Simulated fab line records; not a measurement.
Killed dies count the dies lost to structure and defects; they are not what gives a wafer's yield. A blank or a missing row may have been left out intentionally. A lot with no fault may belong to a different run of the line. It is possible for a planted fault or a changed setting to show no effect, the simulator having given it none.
fab line records || flow berkeleyCmos170 || part 2 of 2: steps 27 to 35 of 35
record: {"lots": 5, "wafers": 15, "lastDay": 12}
route steps=331 shown M2@276 V2@292 M3@309
lots that met no fault: taken from a fault-free run of the same line
startH: start of the lot's first displayed wafer, in hours after the record's first day || waitH: hours since the lot's step before || " same as the row above || L1.1+2: a single row standing in for several wafers || - value missing, or start not given || * or withheld: withheld || < > ~ a bound
route shown NAME@n: a module of which the file shows steps, and the number in the route of the first || usual: average and standard deviation across the fault-free wafers || same: alike in all rows || chamber/n: place in a boat || sites: per-site readings || _std_site: standard deviation of those values || _edge_site: outer sites' mean less inner sites' || radiusMm: how far each site lies from the wafer's centre || mask NAME#n: copy n || behind: the tool/chamber that last shaped the wafer || hold: what put the lot on hold/how long, in hours/how the hold closed || device: the transistor (n, p or np) that didn't switch || end of line: the tests these same wafers got at the end of their route || for a step that has no rows: nothing shown but its recipe || killed: the dies lost at the first sort to structure and to defects; this is not the yield of the wafer || map: a wafer's dies, x killed, . not, _ none there
set.NAME: the setting as run; set.NAME@STEP: as run at that earlier step || model.NAME: the simulator's own value behind a step, which no gauge read
lots at selected steps of the route; one table per step, one row per wafer
services: a tool's chamber out of use, with start hour (startH, from the record's first day; less than 0 if before it), hours out, and reason
== steps ==
step: UCB170_V2_PEB_10
recipe: {"pebTempC": 130, "pebTimeS": "withheld", "resist": "KrF"}
usual: {"resistLineTempC": "23.02/0.1"}
{"lot.wafer": "L076.2", "tool": "lithoTrack-01", "chamber": 0, "startH": 187.89, "waitH": 0.1, "resistLineTempC": 23.10}
{"lot.wafer": "L076.4", "tool": "lithoTrack-01", "chamber": 0, "startH": 187.89, "waitH": 0.1, "resistLineTempC": 23.06}
{"lot.wafer": "L076.5", "tool": "lithoTrack-01", "chamber": 0, "startH": 187.89, "waitH": 0.1, "resistLineTempC": 23.23}
{"lot.wafer": "L083.1", "tool": "lithoTrack-03", "chamber": 0, "startH": 222.47, "waitH": 0.2, "resistLineTempC": 22.99}
{"lot.wafer": "L083.3", "tool": "lithoTrack-03", "chamber": 0, "startH": 222.47, "waitH": 0.2, "resistLineTempC": 22.91}
{"lot.wafer": "L083.5", "tool": "lithoTrack-03", "chamber": 0, "startH": 222.47, "waitH": 0.2, "resistLineTempC": 22.89}
{"lot.wafer": "L087.3", "tool": "lithoTrack-03", "chamber": 0, "startH": 250.15, "waitH": 0.3, "resistLineTempC": 23.12}
{"lot.wafer": "L087.4", "tool": "lithoTrack-03", "chamber": 0, "startH": 250.15, "waitH": 0.3, "resistLineTempC": 23.11}
{"lot.wafer": "L087.5", "tool": "lithoTrack-03", "chamber": 0, "startH": 250.15, "waitH": 0.3, "resistLineTempC": 22.96}
{"lot.wafer": "L093.1", "tool": "lithoTrack-01", "chamber": 0, "startH": 273.49, "waitH": 0.2, "resistLineTempC": 22.86}
{"lot.wafer": "L093.3", "tool": "lithoTrack-01", "chamber": 0, "startH": 273.49, "waitH": 0.2, "resistLineTempC": 22.90}
{"lot.wafer": "L093.5", "tool": "lithoTrack-01", "chamber": 0, "startH": 273.49, "waitH": 0.2, "resistLineTempC": 23.02}
{"lot.wafer": "L095.1", "tool": "lithoTrack-03", "chamber": 0, "startH": 286.05, "waitH": 0.4, "resistLineTempC": 23.01}
{"lot.wafer": "L095.2", "tool": "lithoTrack-03", "chamber": 0, "startH": 286.05, "waitH": 0.4, "resistLineTempC": 23.21}
{"lot.wafer": "L095.5", "tool": "lithoTrack-03", "chamber": 0, "startH": 286.05, "waitH": 0.4, "resistLineTempC": 23.06}
step: UCB170_V2_DEVELOP_11
recipe: {"developer": "TMAH", "developTimeS": 45, "resist": "KrF", "devTempC": 21}
usual: {"developerTempC": "21.00/0.1", "resistLineTempC": "23.03/0.1"}
{"lot.wafer": "L076.2", "tool": "lithoTrack-01", "chamber": 0, "startH": "-", "waitH": "-", "developerTempC": 20.98, "resistLineTempC": 22.85}
{"lot.wafer": "L076.4", "tool": "lithoTrack-01", "chamber": 0, "startH": "-", "waitH": "-", "developerTempC": 20.94, "resistLineTempC": 22.96}
{"lot.wafer": "L076.5", "tool": "lithoTrack-01", "chamber": 0, "startH": "-", "waitH": "-", "developerTempC": 21.03, "resistLineTempC": 22.93}
{"lot.wafer": "L083.1", "tool": "lithoTrack-03", "chamber": 0, "startH": "-", "waitH": "-", "developerTempC": 21.14, "resistLineTempC": 22.93}
{"lot.wafer": "L083.3", "tool": "lithoTrack-03", "chamber": 0, "startH": "-", "waitH": "-", "developerTempC": 21.20, "resistLineTempC": 23.06}
{"lot.wafer": "L083.5", "tool": "lithoTrack-03", "chamber": 0, "startH": "-", "waitH": "-", "developerTempC": 21.23, "resistLineTempC": 23.14}
{"lot.wafer": "L087.3", "tool": "lithoTrack-03", "chamber": 0, "startH": "-", "waitH": "-", "developerTempC": 20.91, "resistLineTempC": 23.09}
{"lot.wafer": "L087.4", "tool": "lithoTrack-03", "chamber": 0, "startH": "-", "waitH": "-", "developerTempC": 21.00, "resistLineTempC": 23.06}
{"lot.wafer": "L087.5", "tool": "lithoTrack-03", "chamber": 0, "startH": "-", "waitH": "-", "developerTempC": 21.09, "resistLineTempC": 23.13}
{"lot.wafer": "L093.1", "tool": "lithoTrack-01", "chamber": 0, "startH": "-", "waitH": "-", "developerTempC": 20.84, "resistLineTempC": 22.94}
{"lot.wafer": "L093.3", "tool": "lithoTrack-01", "chamber": 0, "startH": "-", "waitH": "-", "developerTempC": 20.83, "resistLineTempC": 23.13}
{"lot.wafer": "L093.5", "tool": "lithoTrack-01", "chamber": 0, "startH": "-", "waitH": "-", "developerTempC": 21.04, "resistLineTempC": 23.03}
{"lot.wafer": "L095.1", "tool": "lithoTrack-03", "chamber": 0, "startH": "-", "waitH": "-", "developerTempC": 20.89, "resistLineTempC": 22.94}
{"lot.wafer": "L095.2", "tool": "lithoTrack-03", "chamber": 0, "startH": "-", "waitH": "-", "developerTempC": 21.02, "resistLineTempC": 23.01}
{"lot.wafer": "L095.5", "tool": "lithoTrack-03", "chamber": 0, "startH": "-", "waitH": "-", "developerTempC": 21.03, "resistLineTempC": 22.84}
step: UCB170_V2_CD_MEAS_12
recipe: {"targetCdNm": 700}
usual: {"cdNm": "700.2/1.5"}
{"lot.wafer": "L076.2", "tool": "cdSem-02", "chamber": "-", "startH": 188.26, "waitH": "-", "cdNm": 702.0}
{"lot.wafer": "L076.4", "tool": "cdSem-02", "chamber": "-", "startH": 188.26, "waitH": "-", "cdNm": 703.8}
{"lot.wafer": "L076.5", "tool": "cdSem-02", "chamber": "-", "startH": 188.26, "waitH": "-", "cdNm": 702.5}
{"lot.wafer": "L083.1", "tool": "cdSem-02", "chamber": "-", "startH": 222.74, "waitH": "-", "cdNm": 701.8}
{"lot.wafer": "L083.3", "tool": "cdSem-02", "chamber": "-", "startH": 222.74, "waitH": "-", "cdNm": 700.6}
{"lot.wafer": "L083.5", "tool": "cdSem-02", "chamber": "-", "startH": 222.74, "waitH": "-", "cdNm": 701.5}
{"lot.wafer": "L087.3", "tool": "cdSem-01", "chamber": "-", "startH": 250.42, "waitH": "-", "cdNm": 697.5}
{"lot.wafer": "L087.4", "tool": "cdSem-01", "chamber": "-", "startH": 250.42, "waitH": "-", "cdNm": 697.2}
{"lot.wafer": "L087.5", "tool": "cdSem-01", "chamber": "-", "startH": 250.42, "waitH": "-", "cdNm": 698.8}
{"lot.wafer": "L093.1", "tool": "cdSem-02", "chamber": "-", "startH": 273.77, "waitH": "-", "cdNm": 699.4}
{"lot.wafer": "L093.3", "tool": "cdSem-02", "chamber": "-", "startH": 273.77, "waitH": "-", "cdNm": 699.3}
{"lot.wafer": "L093.5", "tool": "cdSem-02", "chamber": "-", "startH": 273.77, "waitH": "-", "cdNm": 699.8}
{"lot.wafer": "L095.1", "tool": "cdSem-02", "chamber": "-", "startH": 286.36, "waitH": "-", "cdNm": 701.1}
{"lot.wafer": "L095.2", "tool": "cdSem-02", "chamber": "-", "startH": 286.36, "waitH": "-", "cdNm": 701.3}
{"lot.wafer": "L095.5", "tool": "cdSem-02", "chamber": "-", "startH": 286.36, "waitH": "-", "cdNm": 700.8}
step: UCB170_V2_OVL_MEAS_13
usual: {"V2_OVL": "-1/4.9"}
{"lot.wafer": "L076.2", "tool": "overlay-02", "chamber": "-", "startH": 188.36, "waitH": 0.1, "V2_OVL[nm]": -6}
{"lot.wafer": "L076.4", "tool": "overlay-02", "chamber": "-", "startH": 188.36, "waitH": 0.1, "V2_OVL[nm]": -14}
{"lot.wafer": "L076.5", "tool": "overlay-02", "chamber": "-", "startH": 188.36, "waitH": 0.1, "V2_OVL[nm]": -3}
{"lot.wafer": "L083.1", "tool": "overlay-01", "chamber": "-", "startH": 222.86, "waitH": 0.1, "V2_OVL[nm]": -1}
{"lot.wafer": "L083.3", "tool": "overlay-01", "chamber": "-", "startH": 222.86, "waitH": 0.1, "V2_OVL[nm]": 0}
{"lot.wafer": "L083.5", "tool": "overlay-01", "chamber": "-", "startH": 222.86, "waitH": 0.1, "V2_OVL[nm]": 0}
{"lot.wafer": "L087.3", "tool": "overlay-02", "chamber": "-", "startH": 250.51, "waitH": 0.1, "V2_OVL[nm]": 1}
{"lot.wafer": "L087.4", "tool": "overlay-02", "chamber": "-", "startH": 250.51, "waitH": 0.1, "V2_OVL[nm]": -2}
{"lot.wafer": "L087.5", "tool": "overlay-02", "chamber": "-", "startH": 250.51, "waitH": 0.1, "V2_OVL[nm]": 1}
{"lot.wafer": "L093.1", "tool": "overlay-01", "chamber": "-", "startH": 273.89, "waitH": 0.1, "V2_OVL[nm]": 2}
{"lot.wafer": "L093.3", "tool": "overlay-01", "chamber": "-", "startH": 273.89, "waitH": 0.1, "V2_OVL[nm]": 6}
{"lot.wafer": "L093.5", "tool": "overlay-01", "chamber": "-", "startH": 273.89, "waitH": 0.1, "V2_OVL[nm]": 4}
{"lot.wafer": "L095.1", "tool": "overlay-01", "chamber": "-", "startH": 286.48, "waitH": 0.1, "V2_OVL[nm]": -9}
{"lot.wafer": "L095.2", "tool": "overlay-01", "chamber": "-", "startH": 286.48, "waitH": 0.1, "V2_OVL[nm]": -8}
{"lot.wafer": "L095.5", "tool": "overlay-01", "chamber": "-", "startH": 286.48, "waitH": 0.1, "V2_OVL[nm]": -11}
step: UCB170_V2_ETCH_14
recipe: {"chemistry": "CHF3/CF4/Ar", "target": "SiO2", "stopOn": "Al", "CHF3_flow_sccm": 45, "cf4FlowSccm": 15, "Ar_flow_sccm": 150, "pressureMtorr": 200, "rfW": 700, "targetDepthA": 12500, "overEtchFrac": 0.25, "timeS": 291}
usual: {"drypumpMotorCurrentA": "5.69/0.29", "mfcArSccm": "150.1/0.43", "oesProductAu": "0.869/0.014", "throttleValvePct": "6.94/0.12"}
{"lot.wafer": "L076.2", "tool": "rieDiel-02", "chamber": 3, "startH": 188.39, "waitH": 0.0, "drypumpMotorCurrentA": 5.79, "mfcArSccm": 150.7, "oesProductAu": 0.858, "rfHoursCounterH": 83, "throttleValvePct": 6.89}
{"lot.wafer": "L076.4", "tool": "rieDiel-02", "chamber": 2, "startH": 188.39, "waitH": 0.0, "drypumpMotorCurrentA": 6.10, "mfcArSccm": 149.8, "oesProductAu": 0.864, "rfHoursCounterH": 15, "throttleValvePct": 6.99}
{"lot.wafer": "L076.5", "tool": "rieDiel-02", "chamber": 2, "startH": 188.39, "waitH": 0.0, "drypumpMotorCurrentA": 6.10, "mfcArSccm": 149.6, "oesProductAu": 0.868, "rfHoursCounterH": "-", "throttleValvePct": 7.00}
{"lot.wafer": "L083.1", "tool": "rieDiel-02", "chamber": 2, "startH": 222.90, "waitH": 0.0, "drypumpMotorCurrentA": 6.09, "mfcArSccm": 149.5, "oesProductAu": 0.872, "rfHoursCounterH": 17, "throttleValvePct": 7.00}
{"lot.wafer": "L083.3", "tool": "rieDiel-02", "chamber": 1, "startH": 222.90, "waitH": 0.0, "drypumpMotorCurrentA": 5.03, "mfcArSccm": 150.1, "oesProductAu": 0.866, "rfHoursCounterH": 112, "throttleValvePct": 6.88}
{"lot.wafer": "L083.5", "tool": "rieDiel-02", "chamber": 2, "startH": 222.90, "waitH": 0.0, "drypumpMotorCurrentA": 6.12, "mfcArSccm": 149.9, "oesProductAu": 0.864, "rfHoursCounterH": "-", "throttleValvePct": 7.00}
{"lot.wafer": "L087.3", "tool": "rieDiel-04", "chamber": 1, "startH": 250.53, "waitH": 0.0, "drypumpMotorCurrentA": 5.38, "mfcArSccm": 150.5, "oesProductAu": 0.858, "rfHoursCounterH": 115, "throttleValvePct": 6.77}
{"lot.wafer": "L087.4", "tool": "rieDiel-04", "chamber": 2, "startH": 250.53, "waitH": 0.0, "drypumpMotorCurrentA": 5.77, "mfcArSccm": 149.8, "oesProductAu": 0.885, "rfHoursCounterH": "-", "throttleValvePct": 6.74}
{"lot.wafer": "L087.5", "tool": "rieDiel-04", "chamber": 1, "startH": 250.53, "waitH": 0.0, "drypumpMotorCurrentA": 5.35, "mfcArSccm": 150.3, "oesProductAu": 0.861, "rfHoursCounterH": "-", "throttleValvePct": 6.77}
{"lot.wafer": "L093.1", "tool": "rieDiel-02", "chamber": 2, "startH": 273.92, "waitH": 0.0, "drypumpMotorCurrentA": 6.04, "mfcArSccm": 149.3, "oesProductAu": 0.872, "rfHoursCounterH": 19, "throttleValvePct": 7.01}
{"lot.wafer": "L093.3", "tool": "rieDiel-02", "chamber": 1, "startH": 273.92, "waitH": 0.0, "drypumpMotorCurrentA": 5.05, "mfcArSccm": 149.6, "oesProductAu": 0.859, "rfHoursCounterH": 115, "throttleValvePct": 6.90}
{"lot.wafer": "L093.5", "tool": "rieDiel-02", "chamber": 0, "startH": 273.92, "waitH": 0.0, "drypumpMotorCurrentA": 5.82, "mfcArSccm": 150.1, "oesProductAu": 0.874, "rfHoursCounterH": "-", "throttleValvePct": 7.00}
{"lot.wafer": "L095.1", "tool": "rieDiel-04", "chamber": 1, "startH": 286.52, "waitH": 0.0, "drypumpMotorCurrentA": 5.37, "mfcArSccm": 149.7, "oesProductAu": 0.869, "rfHoursCounterH": 117, "throttleValvePct": 6.77}
{"lot.wafer": "L095.2", "tool": "rieDiel-04", "chamber": 3, "startH": 286.52, "waitH": 0.0, "drypumpMotorCurrentA": 5.85, "mfcArSccm": 150.7, "oesProductAu": 0.845, "rfHoursCounterH": 9, "throttleValvePct": 6.80}
{"lot.wafer": "L095.5", "tool": "rieDiel-04", "chamber": 3, "startH": 286.52, "waitH": 0.0, "drypumpMotorCurrentA": 5.85, "mfcArSccm": 150.6, "oesProductAu": 0.848, "rfHoursCounterH": "-", "throttleValvePct": 6.79}
step: UCB170_V2_STRIP_15
recipe: {"chemistry": "O2", "powerW": 400, "pressureMtorr": 3500, "platenTempC": "withheld", "o2FlowSccm": 400, "overashFraction": 0.5}
usual: {"drypumpMotorCurrentA": "5.65/0.28", "oesProductAu": "0.722/0.0047", "stripTimeToEndpointS": "15.29/0.12"}
{"lot.wafer": "L076.2", "tool": "plasmaAsher-01", "chamber": 0, "startH": 188.57, "waitH": 0.1, "drypumpMotorCurrentA": 5.50, "oesProductAu": 0.726, "rfHoursCounterH": 47, "stripTimeToEndpointS": 15.14}
{"lot.wafer": "L076.4", "tool": "plasmaAsher-01", "chamber": 0, "startH": 188.57, "waitH": 0.1, "drypumpMotorCurrentA": 5.53, "oesProductAu": 0.727, "rfHoursCounterH": "-", "stripTimeToEndpointS": 15.40}
{"lot.wafer": "L076.5", "tool": "plasmaAsher-01", "chamber": 1, "startH": 188.57, "waitH": 0.1, "drypumpMotorCurrentA": 5.68, "oesProductAu": 0.725, "rfHoursCounterH": "-", "stripTimeToEndpointS": 15.35}
{"lot.wafer": "L083.1", "tool": "plasmaAsher-01", "chamber": 1, "startH": 223.08, "waitH": 0.1, "drypumpMotorCurrentA": 5.66, "oesProductAu": 0.720, "rfHoursCounterH": 50, "stripTimeToEndpointS": 15.34}
{"lot.wafer": "L083.3", "tool": "plasmaAsher-01", "chamber": 1, "startH": 223.08, "waitH": 0.1, "drypumpMotorCurrentA": 5.64, "oesProductAu": 0.715, "rfHoursCounterH": "-", "stripTimeToEndpointS": 15.40}
{"lot.wafer": "L083.5", "tool": "plasmaAsher-01", "chamber": 1, "startH": 223.08, "waitH": 0.1, "drypumpMotorCurrentA": 5.65, "oesProductAu": 0.719, "rfHoursCounterH": "-", "stripTimeToEndpointS": 15.28}
{"lot.wafer": "L087.3", "tool": "plasmaAsher-04", "chamber": 0, "startH": 250.74, "waitH": 0.1, "drypumpMotorCurrentA": 5.37, "oesProductAu": 0.711, "rfHoursCounterH": "-", "stripTimeToEndpointS": 15.10}
{"lot.wafer": "L087.4", "tool": "plasmaAsher-04", "chamber": 1, "startH": 250.74, "waitH": 0.1, "drypumpMotorCurrentA": 5.57, "oesProductAu": 0.725, "rfHoursCounterH": "-", "stripTimeToEndpointS": 15.37}
{"lot.wafer": "L087.5", "tool": "plasmaAsher-04", "chamber": 1, "startH": 250.74, "waitH": 0.1, "drypumpMotorCurrentA": 5.58, "oesProductAu": 0.728, "rfHoursCounterH": "-", "stripTimeToEndpointS": 15.02}
{"lot.wafer": "L093.1", "tool": "plasmaAsher-01", "chamber": 0, "startH": 274.10, "waitH": 0.1, "drypumpMotorCurrentA": 5.53, "oesProductAu": 0.715, "rfHoursCounterH": 55, "stripTimeToEndpointS": 15.28}
{"lot.wafer": "L093.3", "tool": "plasmaAsher-01", "chamber": 1, "startH": 274.10, "waitH": 0.1, "drypumpMotorCurrentA": 5.69, "oesProductAu": 0.721, "rfHoursCounterH": "-", "stripTimeToEndpointS": 15.40}
{"lot.wafer": "L093.5", "tool": "plasmaAsher-01", "chamber": 0, "startH": 274.10, "waitH": 0.1, "drypumpMotorCurrentA": 5.52, "oesProductAu": 0.725, "rfHoursCounterH": "-", "stripTimeToEndpointS": 15.46}
{"lot.wafer": "L095.1", "tool": "plasmaAsher-02", "chamber": 1, "startH": 286.70, "waitH": 0.1, "drypumpMotorCurrentA": 5.43, "oesProductAu": 0.725, "rfHoursCounterH": 60, "stripTimeToEndpointS": 15.07}
{"lot.wafer": "L095.2", "tool": "plasmaAsher-02", "chamber": 0, "startH": 286.70, "waitH": 0.1, "drypumpMotorCurrentA": 6.20, "oesProductAu": 0.717, "rfHoursCounterH": 60, "stripTimeToEndpointS": 15.22}
{"lot.wafer": "L095.5", "tool": "plasmaAsher-02", "chamber": 0, "startH": 286.70, "waitH": 0.1, "drypumpMotorCurrentA": 6.16, "oesProductAu": 0.723, "rfHoursCounterH": "-", "stripTimeToEndpointS": 15.31}
step: UCB170_V2_CD_MEAS_90
recipe: {"targetCdNm": 700}
usual: {"cdNm": "700.1/1.8"}
{"lot.wafer": "L076.2", "tool": "cdSem-01", "chamber": "-", "startH": 188.69, "waitH": 0.1, "cdNm": 702.5}
{"lot.wafer": "L076.4", "tool": "cdSem-01", "chamber": "-", "startH": 188.69, "waitH": 0.1, "cdNm": 705.3}
{"lot.wafer": "L076.5", "tool": "cdSem-01", "chamber": "-", "startH": 188.69, "waitH": 0.1, "cdNm": 703.8}
{"lot.wafer": "L083.1", "tool": "cdSem-01", "chamber": "-", "startH": 223.18, "waitH": 0.1, "cdNm": 703.0}
{"lot.wafer": "L083.3", "tool": "cdSem-01", "chamber": "-", "startH": 223.18, "waitH": 0.1, "cdNm": 700.5}
{"lot.wafer": "L083.5", "tool": "cdSem-01", "chamber": "-", "startH": 223.18, "waitH": 0.1, "cdNm": 702.0}
{"lot.wafer": "L087.3", "tool": "cdSem-02", "chamber": "-", "startH": 250.93, "waitH": 0.1, "cdNm": 698.0}
{"lot.wafer": "L087.4", "tool": "cdSem-02", "chamber": "-", "startH": 250.93, "waitH": 0.1, "cdNm": 696.6}
{"lot.wafer": "L087.5", "tool": "cdSem-02", "chamber": "-", "startH": 250.93, "waitH": 0.1, "cdNm": 699.3}
{"lot.wafer": "L093.1", "tool": "cdSem-01", "chamber": "-", "startH": 274.20, "waitH": 0.1, "cdNm": 700.2}
{"lot.wafer": "L093.3", "tool": "cdSem-01", "chamber": "-", "startH": 274.20, "waitH": 0.1, "cdNm": 698.4}
{"lot.wafer": "L093.5", "tool": "cdSem-01", "chamber": "-", "startH": 274.20, "waitH": 0.1, "cdNm": 698.8}
{"lot.wafer": "L095.1", "tool": "cdSem-01", "chamber": "-", "startH": 286.80, "waitH": 0.1, "cdNm": 700.2}
{"lot.wafer": "L095.2", "tool": "cdSem-01", "chamber": "-", "startH": 286.80, "waitH": 0.1, "cdNm": 700.5}
{"lot.wafer": "L095.5", "tool": "cdSem-01", "chamber": "-", "startH": 286.80, "waitH": 0.1, "cdNm": 700.0}
step: UCB170_M3_PRE_CLEAN_00
recipe: {"gas": "Ar", "precleanEtchTimeS": 60}
{"lot.wafer": "L076.2+4+5", "tool": "pvdSputter-03", "chamber": "-", "startH": 188.79, "waitH": 0.1}
{"lot.wafer": "L083.1+3+5", "tool": "pvdSputter-04", "chamber": "-", "startH": 223.30, "waitH": 0.1}
{"lot.wafer": "L087.3+4+5", "tool": "pvdSputter-04", "chamber": "-", "startH": 251.01, "waitH": 0.1}
{"lot.wafer": "L093.1+3+5", "tool": "pvdSputter-03", "chamber": "-", "startH": 274.32, "waitH": 0.1}
{"lot.wafer": "L095.1+2+5", "tool": "pvdSputter-03", "chamber": "-", "startH": 286.92, "waitH": 0.1}
step: UCB170_M3_SPUTTER_01
recipe: {"material": "Al", "targetThkNm": 900, "timeS": 120, "powerW": 6000, "chamberPressurePa": 0.5}
usual: {"throttleValvePct": "30.1/1.2"}
{"lot.wafer": "L076.2", "tool": "pvdSputter-03", "chamber": "-", "startH": 188.86, "waitH": 0.0, "throttleValvePct": 30.2}
{"lot.wafer": "L076.4", "tool": "pvdSputter-03", "chamber": "-", "startH": 188.86, "waitH": 0.0, "throttleValvePct": 29.1}
{"lot.wafer": "L076.5", "tool": "pvdSputter-03", "chamber": "-", "startH": 188.86, "waitH": 0.0, "throttleValvePct": 28.6}
{"lot.wafer": "L083.1", "tool": "pvdSputter-04", "chamber": "-", "startH": 223.37, "waitH": 0.0, "throttleValvePct": 32.1}
{"lot.wafer": "L083.3", "tool": "pvdSputter-04", "chamber": "-", "startH": 223.37, "waitH": 0.0, "throttleValvePct": 30.4}
{"lot.wafer": "L083.5", "tool": "pvdSputter-04", "chamber": "-", "startH": 223.37, "waitH": 0.0, "throttleValvePct": 28.2}
{"lot.wafer": "L087.3", "tool": "pvdSputter-04", "chamber": "-", "startH": 251.07, "waitH": 0.0, "throttleValvePct": 29.0}
{"lot.wafer": "L087.4", "tool": "pvdSputter-04", "chamber": "-", "startH": 251.07, "waitH": 0.0, "throttleValvePct": 32.2}
{"lot.wafer": "L087.5", "tool": "pvdSputter-04", "chamber": "-", "startH": 251.07, "waitH": 0.0, "throttleValvePct": 32.0}
{"lot.wafer": "L093.1", "tool": "pvdSputter-03", "chamber": "-", "startH": 274.39, "waitH": 0.0, "throttleValvePct": 29.4}
{"lot.wafer": "L093.3", "tool": "pvdSputter-03", "chamber": "-", "startH": 274.39, "waitH": 0.0, "throttleValvePct": 28.5}
{"lot.wafer": "L093.5", "tool": "pvdSputter-03", "chamber": "-", "startH": 274.39, "waitH": 0.0, "throttleValvePct": 30.2}
{"lot.wafer": "L095.1", "tool": "pvdSputter-03", "chamber": "-", "startH": 286.99, "waitH": 0.0, "throttleValvePct": 30.5}
{"lot.wafer": "L095.2", "tool": "pvdSputter-03", "chamber": "-", "startH": 286.99, "waitH": 0.0, "throttleValvePct": 29.5}
{"lot.wafer": "L095.5", "tool": "pvdSputter-03", "chamber": "-", "startH": 286.99, "waitH": 0.0, "throttleValvePct": 29.6}
== services ==
{"tool": "krfScanner-01", "chamber": "-", "startH": 163.32, "hours": 3.6, "kind": "pm"}
{"tool": "pecvd-02", "chamber": 1, "startH": 170.69, "hours": 7.3, "kind": "repair"}
{"tool": "cmp-01", "chamber": "-", "startH": 181.78, "hours": 3.3, "kind": "repair"}
{"tool": "cmp-01", "chamber": "-", "startH": 182.22, "hours": 1.8, "kind": "repair"}
{"tool": "pecvd-04", "chamber": 2, "startH": 188.44, "hours": 20.7, "kind": "repair"}
{"tool": "rieDiel-04", "chamber": 0, "startH": 191.40, "hours": 16.0, "kind": "repair"}
{"tool": "krfScanner-02", "chamber": "-", "startH": 194.06, "hours": 1.0, "kind": "pm"}
{"tool": "krfScanner-02", "chamber": "-", "startH": 201.99, "hours": 0.8, "kind": "pm"}
{"tool": "krfScanner-01", "chamber": "-", "startH": 205.97, "hours": 4.0, "kind": "pm"}
{"tool": "pecvd-04", "chamber": 1, "startH": 233.87, "hours": 13.5, "kind": "repair"}
{"tool": "pvdSputter-03", "chamber": "-", "startH": 234.63, "hours": 2.4, "kind": "repair"}
{"tool": "cmp-01", "chamber": "-", "startH": 236.00, "hours": 17.6, "kind": "pm"}
{"tool": "rieMetal-02", "chamber": 1, "startH": 242.32, "hours": 2.8, "kind": "repair"}
{"tool": "rieDiel-04", "chamber": 2, "startH": 244.12, "hours": 4.3, "kind": "repair"}
{"tool": "rieDiel-04", "chamber": 0, "startH": 248.04, "hours": 4.1, "kind": "repair"}
{"tool": "rieDiel-02", "chamber": 3, "startH": 251.18, "hours": 7.4, "kind": "repair"}
{"tool": "krfScanner-01", "chamber": "-", "startH": 259.25, "hours": 0.2, "kind": "repair"}
{"tool": "krfScanner-01", "chamber": "-", "startH": 267.47, "hours": 1.0, "kind": "pm"}
{"tool": "pvdSputter-03", "chamber": "-", "startH": 270.27, "hours": 3.9, "kind": "repair"}
{"tool": "rieDiel-02", "chamber": "-", "startH": 273.34, "hours": 0.5, "kind": "repair"}
{"tool": "krfScanner-01", "chamber": "-", "startH": 274.71, "hours": 17.8, "kind": "repair"}
{"tool": "krfScanner-02", "chamber": "-", "startH": 278.54, "hours": 0.8, "kind": "repair"}
{"tool": "krfScanner-01", "chamber": "-", "startH": 278.90, "hours": 0.9, "kind": "repair"}
{"tool": "cmp-01", "chamber": "-", "startH": 285.05, "hours": 0.7, "kind": "repair"}
